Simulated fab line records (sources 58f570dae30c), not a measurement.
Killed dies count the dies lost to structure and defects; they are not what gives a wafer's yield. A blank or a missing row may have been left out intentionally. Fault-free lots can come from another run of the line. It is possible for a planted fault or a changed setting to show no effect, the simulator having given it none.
Which tool is to blame? || flow berkeley-cmos170 || 14 lots with 42 wafers sampled at 3 steps, on a route of 331 steps

## WHAT EACH GAUGE READ, for each wafer
UCB170_CONTACT_THK_MEAS_02. Usual: CONTACT_PSG_THK 702 nm, standard deviation 5.8.
{"lot": "L815", "measured": "day 7 14:24", "on": "film-metro-04", "CONTACT_PSG_THK (nm)": "698 699 698", "flag": ""}
{"lot": "L818", "measured": "day 8 11:18", "on": "film-metro-03", "CONTACT_PSG_THK (nm)": "707 703 707", "flag": ""}
{"lot": "L820", "measured": "day 8 12:46", "on": "film-metro-04", "CONTACT_PSG_THK (nm)": "693 695 688", "flag": ""}
{"lot": "L819", "measured": "day 8 12:46", "on": "film-metro-02", "CONTACT_PSG_THK (nm)": "704 707 703", "flag": ""}
{"lot": "L816", "measured": "day 8 12:52", "on": "film-metro-04", "CONTACT_PSG_THK (nm)": "700 699 696", "flag": ""}
{"lot": "L822", "measured": "day 9 11:12", "on": "film-metro-04", "CONTACT_PSG_THK (nm)": "699 699 701", "flag": ""}
{"lot": "L823", "measured": "day 9 11:23", "on": "film-metro-02", "CONTACT_PSG_THK (nm)": "701 706 699", "flag": ""}
{"lot": "L824", "measured": "day 9 13:00", "on": "film-metro-03", "CONTACT_PSG_THK (nm)": "709 709 704", "flag": ""}
{"lot": "L821", "measured": "day 9 13:00", "on": "film-metro-02", "CONTACT_PSG_THK (nm)": "698 702 695", "flag": ""}
{"lot": "L827", "measured": "day 9 19:24", "on": "film-metro-04", "CONTACT_PSG_THK (nm)": "704 704 705", "flag": ""}
{"lot": "L830", "measured": "day 10 16:32", "on": "film-metro-02", "CONTACT_PSG_THK (nm)": "707 705 705", "flag": ""}
{"lot": "L831", "measured": "day 11 05:12", "on": "film-metro-02", "CONTACT_PSG_THK (nm)": "706 702 702", "flag": ""}
{"lot": "L834", "measured": "day 12 00:34", "on": "film-metro-02", "CONTACT_PSG_THK (nm)": "699 704 700", "flag": ""}
{"lot": "L837", "measured": "day 12 11:31", "on": "film-metro-02", "CONTACT_PSG_THK (nm)": "697 697 697", "flag": ""}

## EACH LOT AND THE TOOL THAT RAN IT (in order: tool; ch and the chambers of the sampled wafers; start)
{"lot": "L815", "UCB170_BACKSIDE_STRIP_03": "plasma-asher-01 ch 0,1, day 7 10:46", "UCB170_SILICIDE_RTA_04": "rtp-anneal-01 ch 0, day 7 11:56"}
{"lot": "L818", "UCB170_BACKSIDE_STRIP_03": "plasma-asher-04 ch 0,1, day 8 07:56", "UCB170_SILICIDE_RTA_04": "rtp-anneal-01 ch 0, day 8 09:15"}
{"lot": "L820", "UCB170_BACKSIDE_STRIP_03": "plasma-asher-03 ch 0,1, day 8 07:59", "UCB170_SILICIDE_RTA_04": "rtp-anneal-02 ch 0, day 8 09:34"}
{"lot": "L819", "UCB170_BACKSIDE_STRIP_03": "plasma-asher-03 ch 0,1, day 8 08:20", "UCB170_SILICIDE_RTA_04": "rtp-anneal-01 ch 0, day 8 09:45"}
{"lot": "L816", "UCB170_BACKSIDE_STRIP_03": "plasma-asher-04 ch 0,1, day 8 08:32", "UCB170_SILICIDE_RTA_04": "rtp-anneal-01 ch 0, day 8 10:05"}
{"lot": "L822", "UCB170_BACKSIDE_STRIP_03": "plasma-asher-04 ch 0,1, day 9 07:59", "UCB170_SILICIDE_RTA_04": "rtp-anneal-02 ch 0, day 9 09:08"}
{"lot": "L823", "UCB170_BACKSIDE_STRIP_03": "plasma-asher-03 ch 0, day 9 08:05", "UCB170_SILICIDE_RTA_04": "rtp-anneal-02 ch 0, day 9 09:17"}
{"lot": "L824", "UCB170_BACKSIDE_STRIP_03": "plasma-asher-04 ch 0,1, day 9 08:30", "UCB170_SILICIDE_RTA_04": "rtp-anneal-01 ch 0, day 9 09:40"}
{"lot": "L821", "UCB170_BACKSIDE_STRIP_03": "plasma-asher-03 ch 0,1, day 9 08:55", "UCB170_SILICIDE_RTA_04": "rtp-anneal-02 ch 0, day 9 10:04"}
{"lot": "L827", "UCB170_BACKSIDE_STRIP_03": "plasma-asher-03 ch 0,1, day 9 16:10", "UCB170_SILICIDE_RTA_04": "rtp-anneal-01 ch 0, day 9 17:20"}
{"lot": "L830", "UCB170_BACKSIDE_STRIP_03": "plasma-asher-01 ch 0,1, day 10 13:19", "UCB170_SILICIDE_RTA_04": "rtp-anneal-01 ch 0, day 10 14:28"}
{"lot": "L831", "UCB170_BACKSIDE_STRIP_03": "plasma-asher-01 ch 0,1, day 11 01:25", "UCB170_SILICIDE_RTA_04": "rtp-anneal-01 ch 0, day 11 02:35"}
{"lot": "L834", "UCB170_BACKSIDE_STRIP_03": "plasma-asher-03 ch 0,1, day 11 21:22", "UCB170_SILICIDE_RTA_04": "rtp-anneal-01 ch 0, day 11 22:31"}
{"lot": "L837", "UCB170_BACKSIDE_STRIP_03": "plasma-asher-04 ch 0,1, day 12 07:26", "UCB170_SILICIDE_RTA_04": "rtp-anneal-01 ch 0, day 12 08:35"}
- UCB170_BACKSIDE_STRIP_03: strips in O2.
- UCB170_SILICIDE_RTA_04: time 15 s.

## AS READ BY THE TOOLS THEMSELVES (means over the sampled wafers that have a number; for cases with no such wafer, the mark the record gives instead)
UCB170_BACKSIDE_STRIP_03. Usual: drypump-motor-current-A 5.71 A, standard deviation 0.17; o2-flow-sccm 400.0 sccm, standard deviation 1.1; oes-product-au 0.735 a.u., standard deviation 0.0042; strip-time-to-endpoint-s 21.97 s, standard deviation 0.058.
{"lot": "L815", "tool": "plasma-asher-01", "drypump-motor-current-A (A)": 5.79, "o2-flow-sccm (sccm)": 399.8, "oes-product-au (a.u.)": 0.735, "strip-time-to-endpoint-s (s)": 21.89, "flag": ""}
{"lot": "L818", "tool": "plasma-asher-04", "drypump-motor-current-A (A)": 5.59, "o2-flow-sccm (sccm)": 400.5, "oes-product-au (a.u.)": 0.736, "strip-time-to-endpoint-s (s)": 21.96, "flag": ""}
{"lot": "L820", "tool": "plasma-asher-03", "drypump-motor-current-A (A)": 5.66, "o2-flow-sccm (sccm)": 401.0, "oes-product-au (a.u.)": 0.734, "strip-time-to-endpoint-s (s)": 22.03, "flag": ""}
{"lot": "L819", "tool": "plasma-asher-03", "drypump-motor-current-A (A)": 5.64, "o2-flow-sccm (sccm)": 400.1, "oes-product-au (a.u.)": 0.736, "strip-time-to-endpoint-s (s)": 21.93, "flag": ""}
{"lot": "L816", "tool": "plasma-asher-04", "drypump-motor-current-A (A)": 5.59, "o2-flow-sccm (sccm)": 398.5, "oes-product-au (a.u.)": 0.735, "strip-time-to-endpoint-s (s)": 21.99, "flag": ""}
{"lot": "L822", "tool": "plasma-asher-04", "drypump-motor-current-A (A)": 5.61, "o2-flow-sccm (sccm)": 399.6, "oes-product-au (a.u.)": 0.737, "strip-time-to-endpoint-s (s)": 22.06, "flag": ""}
{"lot": "L823", "tool": "plasma-asher-03", "drypump-motor-current-A (A)": 5.49, "o2-flow-sccm (sccm)": 398.8, "oes-product-au (a.u.)": 0.733, "strip-time-to-endpoint-s (s)": 21.96, "flag": ""}
{"lot": "L824", "tool": "plasma-asher-04", "drypump-motor-current-A (A)": 5.61, "o2-flow-sccm (sccm)": 400.2, "oes-product-au (a.u.)": 0.738, "strip-time-to-endpoint-s (s)": 21.90, "flag": ""}
{"lot": "L821", "tool": "plasma-asher-03", "drypump-motor-current-A (A)": 5.64, "o2-flow-sccm (sccm)": 400.0, "oes-product-au (a.u.)": 0.735, "strip-time-to-endpoint-s (s)": 21.90, "flag": ""}
{"lot": "L827", "tool": "plasma-asher-03", "drypump-motor-current-A (A)": 5.66, "o2-flow-sccm (sccm)": 399.6, "oes-product-au (a.u.)": 0.732, "strip-time-to-endpoint-s (s)": 21.97, "flag": ""}
{"lot": "L830", "tool": "plasma-asher-01", "drypump-motor-current-A (A)": 5.78, "o2-flow-sccm (sccm)": 401.6, "oes-product-au (a.u.)": 0.736, "strip-time-to-endpoint-s (s)": 21.90, "flag": ""}
{"lot": "L831", "tool": "plasma-asher-01", "drypump-motor-current-A (A)": 5.80, "o2-flow-sccm (sccm)": 400.0, "oes-product-au (a.u.)": 0.737, "strip-time-to-endpoint-s (s)": 21.88, "flag": ""}
{"lot": "L834", "tool": "plasma-asher-03", "drypump-motor-current-A (A)": 5.64, "o2-flow-sccm (sccm)": 400.2, "oes-product-au (a.u.)": 0.731, "strip-time-to-endpoint-s (s)": 21.97, "flag": ""}
{"lot": "L837", "tool": "plasma-asher-04", "drypump-motor-current-A (A)": 5.61, "o2-flow-sccm (sccm)": 400.5, "oes-product-au (a.u.)": 0.738, "strip-time-to-endpoint-s (s)": 21.93, "flag": ""}

UCB170_SILICIDE_RTA_04. Usual: lamp-power-pct 11.2 %, standard deviation 0.42; wafer_temp_C_max 652.6, standard deviation 0.87.
{"lot": "L815", "tool": "rtp-anneal-01", "lamp-power-pct (%)": 10.8, "wafer_temp_C_max": 653.1, "flag": ""}
{"lot": "L818", "tool": "rtp-anneal-01", "lamp-power-pct (%)": 10.8, "wafer_temp_C_max": 652.9, "flag": ""}
{"lot": "L820", "tool": "rtp-anneal-02", "lamp-power-pct (%)": 11.6, "wafer_temp_C_max": 651.7, "flag": ""}
{"lot": "L819", "tool": "rtp-anneal-01", "lamp-power-pct (%)": 10.7, "wafer_temp_C_max": 653.6, "flag": ""}
{"lot": "L816", "tool": "rtp-anneal-01", "lamp-power-pct (%)": 10.8, "wafer_temp_C_max": 653.2, "flag": ""}
{"lot": "L822", "tool": "rtp-anneal-02", "lamp-power-pct (%)": 11.6, "wafer_temp_C_max": 652.0, "flag": ""}
{"lot": "L823", "tool": "rtp-anneal-02", "lamp-power-pct (%)": 11.6, "wafer_temp_C_max": 652.2, "flag": ""}
{"lot": "L824", "tool": "rtp-anneal-01", "lamp-power-pct (%)": 10.7, "wafer_temp_C_max": 653.6, "flag": ""}
{"lot": "L821", "tool": "rtp-anneal-02", "lamp-power-pct (%)": 11.6, "wafer_temp_C_max": 651.9, "flag": ""}
{"lot": "L827", "tool": "rtp-anneal-01", "lamp-power-pct (%)": 10.7, "wafer_temp_C_max": 653.1, "flag": ""}
{"lot": "L830", "tool": "rtp-anneal-01", "lamp-power-pct (%)": 10.7, "wafer_temp_C_max": 653.5, "flag": ""}
{"lot": "L831", "tool": "rtp-anneal-01", "lamp-power-pct (%)": 10.7, "wafer_temp_C_max": 653.3, "flag": ""}
{"lot": "L834", "tool": "rtp-anneal-01", "lamp-power-pct (%)": 10.7, "wafer_temp_C_max": 653.9, "flag": ""}
{"lot": "L837", "tool": "rtp-anneal-01", "lamp-power-pct (%)": 10.8, "wafer_temp_C_max": 653.2, "flag": ""}

## THE ANSWER, worked out from the rows above alone
Rule: a lot is off if the mean of its wafers that have a number lies more than 3 standard deviations from the usual mean. A lot without any number at a reading at which 4 lots or more have one is off too. Any other lot the step has rows for is counted as sound. After the gauges, taken in route order, come the tools' own readings; for these a lot's mean is taken, as printed above. The first step at which some lot is off is used, and at that step the reading that is off furthest; a lot without a number counts as furthest.
No lot is off on any of the readings shown, so nothing can be concluded from this.

## WHAT THE SIMULATOR HAD PUT IN
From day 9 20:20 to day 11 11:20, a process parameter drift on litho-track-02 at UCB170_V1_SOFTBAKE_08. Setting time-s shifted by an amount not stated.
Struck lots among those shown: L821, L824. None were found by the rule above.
